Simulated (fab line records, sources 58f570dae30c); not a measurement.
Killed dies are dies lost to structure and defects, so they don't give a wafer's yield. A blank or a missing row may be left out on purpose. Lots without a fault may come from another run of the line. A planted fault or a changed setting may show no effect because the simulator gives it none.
Which tool did it? | flow berkeley_cmos170 | 7 lots, 21 wafers sampled, at 2 steps of a route of 331

WHAT THE GAUGES READ, wafer by wafer
UCB170_NLDD_TW_MEAS_11.
lot  | measured     | on            | NLDD_TW
L504 | day 7 16:26  | film_metro-01 | 2189 2190 2184
L508 | day 8 00:18  | film_metro-04 | 2231 2226 2226
L510 | day 8 12:02  | film_metro-01 | 2212 2201 2186
L513 | day 9 06:38  | film_metro-02 | 2217 2205 2199
L519 | day 10 08:03 | film_metro-02 | 2217 2216 2232
L523 | day 11 07:30 | film_metro-02 | 2209 2209 2205
L526 | day 12 00:10 | film_metro-01 | 2209 2216 2213

WHICH TOOL RAN EACH LOT (tool, then ch and the chambers of the sampled wafers, then the start)
lot  | UCB170_ACTIVE_CVD_05
L504 | lpcvd-01 ch 0, day 5 01:41
L508 | lpcvd-02 ch 1, day 5 12:59
L510 | lpcvd-02 ch 1, day 5 21:28
L513 | lpcvd-02 ch 0, day 6 07:34
L519 | lpcvd-01 ch 1, day 7 14:43
L523 | lpcvd-02 ch 0, day 8 19:55
L526 | lpcvd-01 ch 1, day 9 16:04
- UCB170_ACTIVE_CVD_05: deposits Si3N4 from SiH2Cl2/NH3, target thk 220 nm, time 3300 s.

THE ANSWER, worked out from the rows above alone
Rule: what is usual is taken from the lots themselves. Put in order of their means at a reading, lots are off if they are a third of the lots or fewer, leave a main group of 4 or more, and stand apart from it by a gap of 3 or more times the standard deviation of the main group's means; of several such gaps the widest counts. A main group whose means are all the same, to the digits that the tables above print for the reading, isn't used. A lot without any number at a reading at which 4 lots or more have one is off too. The other lots that the step has rows for count as sound.
No lot is off at any reading shown: from this, nothing can be told.

WHAT THE SIMULATOR HAD PUT IN
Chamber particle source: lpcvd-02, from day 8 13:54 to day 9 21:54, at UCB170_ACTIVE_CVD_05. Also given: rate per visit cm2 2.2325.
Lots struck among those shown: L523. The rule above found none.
